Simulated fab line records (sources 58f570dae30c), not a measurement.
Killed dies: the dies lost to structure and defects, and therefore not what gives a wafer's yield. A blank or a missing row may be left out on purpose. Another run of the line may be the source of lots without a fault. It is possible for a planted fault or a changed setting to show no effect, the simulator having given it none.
fab line records	flow berkeley_cmos170
[record] lots = 5	wafers = 27
route steps=331 shown PWELL@48 ACTIVE@75 GATE@141 SPACER@174 SILICIDE@211 M1@238
start_h: the number of hours between the record's first day and the start of the first shown wafer of the lot	wait_h: hours since the lot's step before	" the same as in the row above	L1.1+2: a row that stands for several wafers	- no value, or no start given	* or withheld: withheld	< > ~ a bound
route shown NAME@n: a module of which the file shows steps, and the number in the route of the first	usual: mean/standard deviation taken from wafers without a fault	same: alike in all rows	chamber/n: place in a boat	sites: per-site readings	_std_site: their standard deviation	_edge_site: outer sites' mean less inner sites'	radius_mm: how far each site lies from the wafer's centre	mask NAME#n: copy n	behind: tool/chamber where the wafer was last shaped	hold: cause of the lot's hold/its duration in hours/its outcome	device: whichever transistor did not switch (one of n, p or np)	end of line: at the end of the route, the tests of the same wafers	where a step has no rows: the recipe by itself	killed: the dies lost at the first sort to structure and to defects; this is not the yield of the wafer	map: shows each die of a wafer: x if killed, . if not, _ if none is there
set.NAME: the setting as run; set.NAME@STEP: as run at that earlier step	model.NAME: the simulator's own value behind a step, which no gauge read
lots with deliberately changed settings; one table per step, one row per wafer
[[steps]]
[step UCB170_PWELL_ETCH_14]
[recipe] chemistry = CH3F/Ar/O2	target = Si3N4	stop_on = SiO2	CH3F_flow_sccm = 20	Ar_flow_sccm = 50	O2_flow_sccm = 7	pressure_mtorr = 50	rf_w = 450	target_depth_a = 2420	over_etch_frac = 0.1	time_s = 151
lot.wafer	tool	chamber	start_h	wait_h	set.target_depth_a	model.etch.depth_nm	model.KrF_of_PWELL_COAT_08.thk_nm	model.SiO2_of_PWELL_OXIDATION_02.thk_nm
L075.2	rie_diel-01	1	62.73	0.0	2420	218.7	720.4	22.57
L075.4	"	0	"	"	2420	218.9	718.8	23.39
L075.6	"	1	"	"	2420	220.5	719.9	22.77
L077.1	rie_diel-01	0	68.72	0.0	2420	220.7	719.2	22.03
L077.2	"	2	"	"	2420	-	723	22.93
L077.3	"	3	"	"	2420	220.3	728.1	22.95
L077.4	"	1	"	"	2420	-	723.9	22.21
L077.5	"	3	"	"	2420	-	727.4	22.3
L077.6	"	2	"	"	2420	219.3	723	22.64
L079.1	rie_diel-03	2	80.09	0.0	2420	-	726	23.03
L079.2	"	0	"	"	2875	221.5	705.2	15.61
L079.3	"	3	"	"	2420	219.4	729.1	22.48
L079.4	"	1	"	"	2875	-	696.2	14.97
L079.5	"	3	"	"	2875	-	695.3	15.3
L079.6	"	2	"	"	2420	219.2	726.4	22.59
L084.1	rie_diel-04	3	103.50	0.0	1415	143.2	790.7	24.97
L084.2	"	1	"	"	2420	220.3	721.1	23.18
L084.3	"	0	"	"	1415	139.6	791.9	25.15
L084.4	"	2	"	"	2420	217.9	723	22.7
L084.5	"	3	"	"	1415	142.8	791.8	24.76
L084.6	"	0	"	"	2420	218.8	724.2	23.04
L085.1	rie_diel-03	3	114.03	0.0	2420	215.5	725.3	23.24
L085.2	"	2	"	"	1062	105.1	819.3	25.06
L085.3	"	1	"	"	1062	107.6	820.6	24.62
L085.4	"	0	"	"	1062	104.8	818.1	25.26
L085.5	"	2	"	"	2420	217.1	729.5	22.54
L085.6	"	1	"	"	2420	217.1	728.8	22.78
[step UCB170_PWELL_IMPLANT_15]
[recipe] species = B	dose_cm2 = 5e+12	energy_kev = 60	tilt_deg = 7
[step UCB170_PWELL_STRIP_16]
[recipe] chemistry = O2	power_w = 400	pressure_mtorr = 3500	platen_temp_c = withheld	o2_flow_sccm = 400	overash_fraction = 0.5
[usual] strip_time_to_endpoint_s = 18.08/0.089
lot.wafer	tool	chamber	start_h	wait_h	set.target_depth_a@PWELL_ETCH_14	strip_time_to_endpoint_s
L075.2	plasma_asher-02	0	62.98	0.1	2420	17.99
L075.4	"	1	"	"	2420	17.96
L075.6	"	0	"	"	2420	18.00
L077.1	plasma_asher-03	1	68.97	0.1	2420	17.96
L077.2	"	0	"	"	2420	18.05
L077.3	"	0	"	"	2420	18.17
L077.4	"	1	"	"	2420	18.07
L077.5	"	1	"	"	2420	18.18
L077.6	"	0	"	"	2420	18.05
L079.1	plasma_asher-03	1	80.34	0.1	2420	18.12
L079.2	"	0	"	"	2875	17.64
L079.3	"	0	"	"	2420	18.18
L079.4	"	1	"	"	2875	17.41
L079.5	"	0	"	"	2875	17.38
L079.6	"	1	"	"	2420	18.14
L084.1	plasma_asher-02	0	103.75	0.1	1415	19.68
L084.2	"	1	"	"	2420	18.01
L084.3	"	1	"	"	1415	19.70
L084.4	"	0	"	"	2420	18.06
L084.5	"	1	"	"	1415	19.71
L084.6	"	0	"	"	2420	18.08
L085.1	plasma_asher-02	1	114.28	0.1	2420	18.09
L085.2	"	0	"	"	1062	20.35
L085.3	"	0	"	"	1062	20.38
L085.4	"	1	"	"	1062	20.32
L085.5	"	0	"	"	2420	18.21
L085.6	"	1	"	"	2420	18.19
[step UCB170_ACTIVE_ETCH_15]
[recipe] chemistry = CH3F/Ar/O2	target = Si3N4	stop_on = SiO2	CH3F_flow_sccm = 20	Ar_flow_sccm = 50	O2_flow_sccm = 7	pressure_mtorr = 50	rf_w = 450	target_depth_a = 2420	over_etch_frac = 0.1	time_s = 151
[usual] oes_product_au = 0.945/0.016
lot.wafer	tool	chamber	start_h	wait_h	set.time_s	oes_product_au	model.etch.depth_nm	model.KrF_of_ACTIVE_COAT_08.thk_nm	model.SiO2_of_ACTIVE_OXIDATION_02.thk_nm
L075.2	rie_diel-01	2	96.39	0.0	151	0.935	215.8	726.6	22.28
L075.4	"	3	"	"	151	0.945	217.9	727.9	22.6
L075.6	"	1	"	"	151	0.947	216.7	722.6	21.87
L077.1	rie_diel-01	2	105.98	0.0	151	0.945	219.9	724.8	21.68
L077.2	"	1	"	"	89.47	1.012	-	789.5	23.27
L077.3	"	3	"	"	151	0.943	219.6	728.6	21.9
L077.4	"	0	"	"	89.47	1.055	-	787.1	23.84
L077.5	"	1	"	"	151	0.940	-	720.5	21.43
L077.6	"	0	"	"	89.47	1.033	143.7	789.3	23.43
L079.1	rie_diel-01	2	110.17	0.0	184.6	0.932	-	687.3	13.73
L079.2	"	1	"	"	151	0.946	218	720.8	22.13
L079.3	"	0	"	"	151	0.968	219.7	720.4	22.37
L079.4	"	3	"	"	151	0.950	-	722.8	22.64
L079.5	"	3	"	"	184.6	0.931	-	690.8	13.91
L079.6	"	0	"	"	184.6	0.955	219.2	681.8	13.37
L084.1	rie_diel-04	0	133.20	0.0	90.49	0.998	144	790.1	23.87
L084.2	"	1	"	"	151	0.953	220.1	725.3	21.91
L084.3	"	3	"	"	151	0.923	220.5	719.9	22.33
L084.4	"	2	"	"	151	0.953	220.2	722.9	21.81
L084.5	"	1	"	"	90.49	1.009	144.7	789.2	23.52
L084.6	"	2	"	"	90.49	1.015	145.5	791.2	23.67
L085.1	rie_diel-04	3	149.01	0.0	151	0.906	216.4	723.5	22.45
L085.2	"	0	"	"	151	0.924	216.1	726	22.14
L085.3	"	1	"	"	173.9	0.932	217.2	703.7	16.28
L085.4	"	2	"	"	173.9	0.923	215.4	699.5	15.62
L085.5	"	3	"	"	173.9	0.898	216.5	698.6	15.87
L085.6	"	2	"	"	151	0.936	215.7	725	21.48
[step UCB170_ACTIVE_STRIP_16]
[recipe] chemistry = O2	power_w = 400	pressure_mtorr = 3500	platen_temp_c = withheld	o2_flow_sccm = 400	overash_fraction = 0.5
[usual] strip_time_to_endpoint_s = 18.07/0.073
lot.wafer	tool	chamber	start_h	wait_h	set.time_s@ACTIVE_ETCH_15	strip_time_to_endpoint_s
L075.2	plasma_asher-02	1	96.49	0.1	151	18.13
L075.4	"	1	"	"	151	18.16
L075.6	"	0	"	"	151	18.03
L077.1	plasma_asher-02	1	106.08	0.1	151	18.09
L077.2	"	0	"	"	89.47	19.64
L077.3	"	1	"	"	151	18.18
L077.4	"	0	"	"	89.47	19.59
L077.5	"	1	"	"	151	17.99
L077.6	"	0	"	"	89.47	19.64
L079.1	plasma_asher-03	0	110.27	0.1	184.6	17.20
L079.2	"	1	"	"	151	17.98
L079.3	"	1	"	"	151	17.97
L079.4	"	0	"	"	151	18.06
L079.5	"	0	"	"	184.6	17.28
L079.6	"	1	"	"	184.6	17.07
L084.1	plasma_asher-02	0	133.30	0.1	90.49	19.65
L084.2	"	1	"	"	151	18.10
L084.3	"	1	"	"	151	17.99
L084.4	"	0	"	"	151	18.05
L084.5	"	0	"	"	90.49	19.65
L084.6	"	1	"	"	90.49	19.68
L085.1	plasma_asher-02	1	149.11	0.1	151	18.08
L085.2	"	0	"	"	151	18.11
L085.3	"	1	"	"	173.9	17.60
L085.4	"	0	"	"	173.9	17.48
L085.5	"	1	"	"	173.9	17.47
L085.6	"	0	"	"	151	18.10
[step UCB170_GATE_ETCH_15]
[recipe] chemistry = HBr/Cl2	target = poly-Si	stop_on = SiO2	over_etch_frac = 0.3	icp_w = 300	bias_w = 150	time_s = 56.3	pressure_mtorr = 15	HBr_flow_sccm = 150	Cl2_flow_sccm = 50	target_depth_a = 2782
lot.wafer	tool	chamber	start_h	wait_h	set.time_s	model.KrF_of_GATE_COAT_07.thk_nm	model.SiO2_of_GATE_OXIDATION_01.thk_nm
L075.2	rie_si-01	0	149.33	-	56.3	783.3	6.484
L075.4	"	3	"	"	56.3	781	6.607
L075.6	"	0	"	"	56.3	784.1	6.605
L077.1	rie_si-02	1	165.03	-	73.38	746.8	5.168
L077.2	"	3	"	"	56.3	778.1	6.474
L077.3	"	0	"	"	73.38	741.4	5.047
L077.4	"	2	"	"	73.38	741.5	5.051
L077.5	"	2	"	"	56.3	778.5	6.507
L077.6	"	3	"	"	56.3	776.9	6.448
L079.1	rie_si-02	3	165.30	-	83.6	725.8	4.361
L079.2	"	2	"	"	83.6	729.2	4.294
L079.3	"	0	"	"	56.3	774.5	6.468
L079.4	"	1	"	"	56.3	778.4	6.528
L079.5	"	0	"	"	56.3	776.8	6.508
L079.6	"	1	"	"	83.6	728.8	4.301
L084.1	rie_si-02	0	185.97	-	56.3	773.5	6.262
L084.2	"	3	"	"	56.3	775	6.198
L084.3	"	1	"	"	56.3	775.9	6.276
L084.4	"	2	"	"	56.3	771.5	6.23
L084.5	"	3	"	"	56.3	773.8	6.235
L084.6	"	2	"	"	56.3	775.5	6.244
L085.1	rie_si-02	2	205.40	-	69.88	747.4	5.45
L085.2	"	3	"	"	69.88	748.2	5.496
L085.3	"	0	"	"	56.3	774.6	6.56
L085.4	"	1	"	"	56.3	777.7	6.489
L085.5	"	0	"	"	69.88	749.2	5.448
L085.6	"	3	"	"	56.3	775.7	6.616
[step UCB170_SPACER_ETCHBACK_03]
[recipe] stop_on = Si	target = SiO2	chemistry = CHF3/CF4/Ar	CHF3_flow_sccm = 50	cf4_flow_sccm = 10	Ar_flow_sccm = 120	pressure_mtorr = 200	rf_w = 500	target_depth_a = 3760	time_s = 100
[usual] oes_product_au = 0.894/0.016
lot.wafer	tool	chamber	start_h	wait_h	set.target_depth_a	oes_product_au
L075.2	rie_diel-03	2	160.92	0.0	3760	0.873
L075.4	"	1	"	"	3760	0.899
L075.6	"	1	"	"	3760	0.883
L077.1	rie_diel-03	3	176.00	0.0	3760	0.900
L077.2	"	2	"	"	3760	0.868
L077.3	"	0	"	"	3760	0.871
L077.4	"	1	"	"	3760	0.890
L077.5	"	2	"	"	3760	0.886
L077.6	"	1	"	"	3760	0.881
L079.1	rie_diel-04	0	176.00	0.0	3760	0.869
L079.2	"	1	"	"	3760	0.896
L079.3	"	3	"	"	4570	0.770
L079.4	"	1	"	"	4570	0.797
L079.5	"	0	"	"	3760	0.897
L079.6	"	3	"	"	4570	0.783
L084.1	rie_diel-03	1	199.66	0.0	1937	0.993
L084.2	"	3	"	"	3760	0.934
L084.3	"	0	"	"	3760	0.891
L084.4	"	1	"	"	1937	1.002
L084.5	"	0	"	"	3760	0.886
L084.6	"	3	"	"	1937	1.041
L085.1	rie_diel-02	3	214.93	0.0	3760	0.924
L085.2	"	1	"	"	3760	0.895
L085.3	"	0	"	"	3760	0.896
L085.4	"	2	"	"	3760	0.888
L085.5	"	1	"	"	3760	0.902
L085.6	"	2	"	"	3760	0.886
[step UCB170_SILICIDE_SPUTTER_01]
[recipe] material = Ti	target_thk_nm = 30	time_s = 25	power_w = 1500	chamber_pressure_pa = 0.5
lot.wafer	tool	chamber	start_h	wait_h	set.time_s	model.Ti_of_SILICIDE_SPUTTER_01.thk_nm
L075.2	pvd_sputter-04	-	166.89	0.0	25	30.49
L075.4	"	-	"	"	25	30.06
L075.6	"	-	"	"	25	30.55
L077.1	pvd_sputter-04	-	181.63	0.0	25	30.39
L077.2	"	-	"	"	29.15	35.16
L077.3	"	-	"	"	29.15	34.89
L077.4	"	-	"	"	25	30.04
L077.5	"	-	"	"	29.15	34.92
L077.6	"	-	"	"	25	30.54
L079.1	pvd_sputter-01	-	182.16	0.0	15.02	18.25
L079.2	"	-	"	"	25	30
L079.3	"	-	"	"	15.02	18.07
L079.4	"	-	"	"	15.02	18.14
L079.5	"	-	"	"	25	29.95
L079.6	"	-	"	"	25	30.1
L084.1	pvd_sputter-01	-	205.90	0.0	18.19	21.74
L084.2	"	-	"	"	18.19	21.48
L084.3	"	-	"	"	18.19	21.39
L084.4	"	-	"	"	25	29.86
L084.5	"	-	"	"	25	29.63
L084.6	"	-	"	"	25	29.42
L085.1	pvd_sputter-04	-	222.52	0.0	32.12	38.39
L085.2	"	-	"	"	25	30.09
L085.3	"	-	"	"	32.12	38.43
L085.4	"	-	"	"	25	29.89
L085.5	"	-	"	"	25	29.75
L085.6	"	-	"	"	32.12	38.59
[step UCB170_SILICIDE_RS_MEAS_02]
[recipe] thk_meas_gauge = four-point-probe	reads = Ti_of_SILICIDE_SPUTTER_01
[usual] SILICIDE_TI_RS = 26.10/0.29
lot.wafer	tool	chamber	start_h	wait_h	set.time_s@SILICIDE_SPUTTER_01	SILICIDE_TI_RS[ohm/sq]
L075.2	film_metro-03	-	166.94	0.0	25	25.66
L075.4	"	-	"	"	25	26.09
L075.6	"	-	"	"	25	25.54
L077.1	film_metro-03	-	181.66	0.0	25	25.76
L077.2	"	-	"	"	29.15	21.71
L077.3	"	-	"	"	29.15	21.89
L077.4	"	-	"	"	25	26.07
L077.5	"	-	"	"	29.15	21.88
L077.6	"	-	"	"	25	25.55
L079.1	film_metro-03	-	182.19	0.0	15.02	47.39
L079.2	"	-	"	"	25	26.12
L079.3	"	-	"	"	15.02	47.89
L079.4	"	-	"	"	15.02	47.67
L079.5	"	-	"	"	25	26.19
L079.6	"	-	"	"	25	26.02
L084.1	film_metro-02	-	205.98	0.1	18.19	38.42
L084.2	"	-	"	"	18.19	38.98
L084.3	"	-	"	"	18.19	39.24
L084.4	"	-	"	"	25	26.36
L084.5	"	-	"	"	25	26.59
L084.6	"	-	"	"	25	26.81
L085.1	film_metro-04	-	222.55	0.0	32.12	19.59
L085.2	"	-	"	"	25	26.07
L085.3	"	-	"	"	32.12	19.62
L085.4	"	-	"	"	25	26.30
L085.5	"	-	"	"	25	26.36
L085.6	"	-	"	"	32.12	19.50
[step UCB170_SILICIDE_THK_MEAS_03]
[recipe] thk_meas_gauge = xrf	reads = Ti_of_SILICIDE_SPUTTER_01
[usual] SILICIDE_TI_THK = 29.50/0.28
lot.wafer	tool	chamber	start_h	wait_h	set.time_s@SILICIDE_SPUTTER_01	SILICIDE_TI_THK[nm]
L075.2	film_metro-03	-	167.05	0.1	25	29.93
L075.4	"	-	"	"	25	29.41
L075.6	"	-	"	"	25	29.83
L077.1	film_metro-03	-	181.78	0.1	25	29.59
L077.2	"	-	"	"	29.15	34.37
L077.3	"	-	"	"	29.15	34.07
L077.4	"	-	"	"	25	29.45
L077.5	"	-	"	"	29.15	34.09
L077.6	"	-	"	"	25	29.82
L079.1	film_metro-03	-	182.31	0.1	15.02	17.81
L079.2	"	-	"	"	25	29.21
L079.3	"	-	"	"	15.02	17.63
L079.4	"	-	"	"	15.02	17.77
L079.5	"	-	"	"	25	29.26
L079.6	"	-	"	"	25	29.33
L084.1	film_metro-02	-	206.10	0.1	18.19	21.29
L084.2	"	-	"	"	18.19	21.03
L084.3	"	-	"	"	18.19	20.95
L084.4	"	-	"	"	25	29.23
L084.5	"	-	"	"	25	29.09
L084.6	"	-	"	"	25	28.87
L085.1	film_metro-04	-	222.67	0.1	32.12	38.08
L085.2	"	-	"	"	25	29.75
L085.3	"	-	"	"	32.12	37.92
L085.4	"	-	"	"	25	29.70
L085.5	"	-	"	"	25	29.43
L085.6	"	-	"	"	32.12	38.21
[step UCB170_M1_SPUTTER_00]
[recipe] material = Al	target_thk_nm = 600	time_s = 80	power_w = 6000	chamber_pressure_pa = 0.5
lot.wafer	tool	chamber	start_h	wait_h	set.time_s	model.Al_of_M1_SPUTTER_00.thk_nm
L075.2	pvd_sputter-04	-	172.65	0.0	80	597.8
L075.4	"	-	"	"	80	596.5
L075.6	"	-	"	"	80	609
L077.1	pvd_sputter-03	-	187.19	0.0	80	594.2
L077.2	"	-	"	"	121.3	914
L077.3	"	-	"	"	80	589.6
L077.4	"	-	"	"	121.3	910.2
L077.5	"	-	"	"	121.3	910.5
L077.6	"	-	"	"	80	605.6
L079.1	pvd_sputter-04	-	189.16	0.0	114.8	879.3
L079.2	"	-	"	"	80	612.1
L079.3	"	-	"	"	80	602.8
L079.4	"	-	"	"	114.8	869.3
L079.5	"	-	"	"	114.8	863.4
L079.6	"	-	"	"	80	610.4
L084.1	pvd_sputter-04	-	210.96	0.0	80	608.7
L084.2	"	-	"	"	80	605.7
L084.3	"	-	"	"	80	615.8
L084.4	"	-	"	"	80	611.2
L084.5	"	-	"	"	80	602.7
L084.6	"	-	"	"	80	607.7
L085.1	pvd_sputter-03	-	227.42	0.0	80	598.8
L085.2	"	-	"	"	80	608
L085.3	"	-	"	"	80	600.3
L085.4	"	-	"	"	80	607.2
L085.5	"	-	"	"	80	610.2
L085.6	"	-	"	"	80	593.5
[step UCB170_M1_RS_MEAS_01]
[recipe] thk_meas_gauge = four-point-probe	reads = Al_of_M1_SPUTTER_00
[usual] M1_AL_RS = 0.0483/0.00055
lot.wafer	tool	chamber	start_h	wait_h	set.time_s@M1_SPUTTER_00	M1_AL_RS[ohm/sq]
L075.2	film_metro-01	-	172.73	0.1	80	0.0487
L075.4	"	-	"	"	80	0.0487
L075.6	"	-	"	"	80	0.0478
L077.1	film_metro-04	-	187.25	0.0	80	0.0492
L077.2	"	-	"	"	121.3	0.0317
L077.3	"	-	"	"	80	0.0494
L077.4	"	-	"	"	121.3	0.0319
L077.5	"	-	"	"	121.3	0.0318
L077.6	"	-	"	"	80	0.0482
L079.1	film_metro-02	-	189.23	0.0	114.8	0.0330
L079.2	"	-	"	"	80	0.0476
L079.3	"	-	"	"	80	0.0484
L079.4	"	-	"	"	114.8	0.0333
L079.5	"	-	"	"	114.8	0.0335
L079.6	"	-	"	"	80	0.0477
L084.1	film_metro-02	-	211.02	0.0	80	0.0479
L084.2	"	-	"	"	80	0.0481
L084.3	"	-	"	"	80	0.0473
L084.4	"	-	"	"	80	0.0476
L084.5	"	-	"	"	80	0.0483
L084.6	"	-	"	"	80	0.0480
L085.1	film_metro-04	-	227.48	0.0	80	0.0488
L085.2	"	-	"	"	80	0.0480
L085.3	"	-	"	"	80	0.0486
L085.4	"	-	"	"	80	0.0480
L085.5	"	-	"	"	80	0.0477
L085.6	"	-	"	"	80	0.0491
[step UCB170_M1_THK_MEAS_02]
[recipe] thk_meas_gauge = xrf	reads = Al_of_M1_SPUTTER_00
[usual] M1_AL_THK = 597/7.1
lot.wafer	tool	chamber	start_h	wait_h	set.time_s@M1_SPUTTER_00	M1_AL_THK[nm]
L075.2	film_metro-01	-	172.84	0.1	80	586
L075.4	"	-	"	"	80	586
L075.6	"	-	"	"	80	601
L077.1	film_metro-04	-	187.37	0.1	80	591
L077.2	"	-	"	"	121.3	905
L077.3	"	-	"	"	80	584
L077.4	"	-	"	"	121.3	903
L077.5	"	-	"	"	121.3	903
L077.6	"	-	"	"	80	603
L079.1	film_metro-02	-	189.35	0.1	114.8	866
L079.2	"	-	"	"	80	604
L079.3	"	-	"	"	80	598
L079.4	"	-	"	"	114.8	861
L079.5	"	-	"	"	114.8	856
L079.6	"	-	"	"	80	603
L084.1	film_metro-02	-	211.14	0.1	80	599
L084.2	"	-	"	"	80	601
L084.3	"	-	"	"	80	606
L084.4	"	-	"	"	80	603
L084.5	"	-	"	"	80	594
L084.6	"	-	"	"	80	600
L085.1	film_metro-04	-	227.60	0.1	80	594
L085.2	"	-	"	"	80	609
L085.3	"	-	"	"	80	601
L085.4	"	-	"	"	80	605
L085.5	"	-	"	"	80	610
L085.6	"	-	"	"	80	596
[step UCB170_M1_COAT_03]
[recipe] resist = BARC	temp_c = withheld	time_s = withheld	spin_rpm = 3000	resist_thk_nm = withheld
[step UCB170_M1_COAT_04]
[recipe] resist = KrF	spin_rpm = 1500	resist_thk_nm = 900
[step UCB170_M1_ETCH_11]
[recipe] chemistry = N2/H2	target_depth_a = withheld	overetch_a = withheld	target = BARC	time_s = withheld	source_w = 500	bias_w = 100	pressure_mtorr = 30	n2_flow_sccm = 100	h2_flow_sccm = 200
[step UCB170_M1_METAL_ETCH_12]
[recipe] chemistry = Cl2/BCl3	target = Al	stop_on = PSG	pressure_mtorr = 12	target_depth_a = 7800	over_etch_frac = 0.3	time_s = 130	icp_w = 600	bias_w = 120	Cl2_flow_sccm = 90	bcl3_flow_sccm = 45
[usual] oes_product_au = 0.862/0.015
lot.wafer	tool	chamber	start_h	wait_h	set.time_s@M1_SPUTTER_00	oes_product_au
L075.2	rie_metal-03	0	174.52	-	80	0.873
L075.4	"	1	"	"	80	0.873
L075.6	"	1	"	"	80	0.887
L077.1	rie_metal-01	0	189.17	-	80	0.846
L077.2	"	1	"	"	121.3	0.984
L077.3	"	0	"	"	80	0.833
L077.4	"	1	"	"	121.3	0.989
L077.5	"	1	"	"	121.3	0.977
L077.6	"	0	"	"	80	0.848
L079.1	rie_metal-02	0	190.57	-	114.8	0.965
L079.2	"	1	"	"	80	0.850
L079.3	"	1	"	"	80	0.845
L079.4	"	0	"	"	114.8	0.978
L079.5	"	1	"	"	114.8	0.967
L079.6	"	0	"	"	80	0.856
L084.1	rie_metal-03	1	212.77	-	80	0.880
L084.2	"	0	"	"	80	0.882
L084.3	"	0	"	"	80	0.881
L084.4	"	1	"	"	80	0.883
L084.5	"	0	"	"	80	0.885
L084.6	"	1	"	"	80	0.879
L085.1	rie_metal-01	1	229.14	-	80	0.862
L085.2	"	0	"	"	80	0.848
L085.3	"	0	"	"	80	0.845
L085.4	"	1	"	"	80	0.871
L085.5	"	1	"	"	80	0.872
L085.6	"	0	"	"	80	0.836
[[key]]
[split] step = UCB170_PWELL_ETCH_14	setting = target_depth_a	stated = 2420	by = wafer
[response] step = UCB170_PWELL_ETCH_14	reading = model.etch.depth_nm	change = +1.88	per = 1%	r = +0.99
[response] step = UCB170_PWELL_ETCH_14	reading = model.KrF_of_PWELL_COAT_08.thk_nm	change = -1.63	per = 1%	r = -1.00
[response] step = UCB170_PWELL_ETCH_14	reading = model.SiO2_of_PWELL_OXIDATION_02.thk_nm	shape = bent	at_lowest = 24.98	at_stated = 22.74	at_highest = 15.29
[response] step = UCB170_PWELL_STRIP_16	reading = strip_time_to_endpoint_s	change = *	per = 1%	r = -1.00
[split] step = UCB170_ACTIVE_ETCH_15	setting = time_s	stated = 151	by = wafer
[response] step = UCB170_ACTIVE_ETCH_15	reading = oes_product_au	change = -0.00168	per = 1%	r = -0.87
[response] step = UCB170_ACTIVE_ETCH_15	reading = model.etch.depth_nm	shape = bent	at_lowest = 143.7	at_stated = 218.2	at_highest = 219.2
[response] step = UCB170_ACTIVE_ETCH_15	reading = model.KrF_of_ACTIVE_COAT_08.thk_nm	change = -1.62	per = 1%	r = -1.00
[response] step = UCB170_ACTIVE_ETCH_15	reading = model.SiO2_of_ACTIVE_OXIDATION_02.thk_nm	shape = bent	at_lowest = 23.51	at_stated = 22.07	at_highest = 13.67
[response] step = UCB170_ACTIVE_STRIP_16	reading = strip_time_to_endpoint_s	change = *	per = 1%	r = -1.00
[split] step = UCB170_GATE_ETCH_15	setting = time_s	stated = 56.3	by = wafer
[response] step = UCB170_GATE_ETCH_15	reading = model.KrF_of_GATE_COAT_07.thk_nm	change = -1.06	per = 1%	r = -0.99
[response] step = UCB170_GATE_ETCH_15	reading = model.SiO2_of_GATE_OXIDATION_01.thk_nm	change = -0.0452	per = 1%	r = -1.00
[split] step = UCB170_SPACER_ETCHBACK_03	setting = target_depth_a	stated = 3760	by = wafer
[response] step = UCB170_SPACER_ETCHBACK_03	reading = oes_product_au	change = -0.00266	per = 1%	r = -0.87
[split] step = UCB170_SILICIDE_SPUTTER_01	setting = time_s	stated = 25	by = wafer
[response] step = UCB170_SILICIDE_SPUTTER_01	reading = model.Ti_of_SILICIDE_SPUTTER_01.thk_nm	change = +0.297	per = 1%	r = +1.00
[response] step = UCB170_SILICIDE_RS_MEAS_02	reading = SILICIDE_TI_RS	change = -0.424	per = 1%	r = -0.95
[response] step = UCB170_SILICIDE_THK_MEAS_03	reading = SILICIDE_TI_THK	change = +0.29	per = 1%	r = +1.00
[split] step = UCB170_M1_SPUTTER_00	setting = time_s	stated = 80	by = wafer
[response] step = UCB170_M1_SPUTTER_00	reading = model.Al_of_M1_SPUTTER_00.thk_nm	change = +6.07	per = 1%	r = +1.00
[response] step = UCB170_M1_RS_MEAS_01	reading = M1_AL_RS	change = -0.000334	per = 1%	r = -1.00
[response] step = UCB170_M1_THK_MEAS_02	reading = M1_AL_THK	change = +6	per = 1%	r = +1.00
[response] step = UCB170_M1_METAL_ETCH_12	reading = oes_product_au	change = +0.00274	per = 1%	r = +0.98
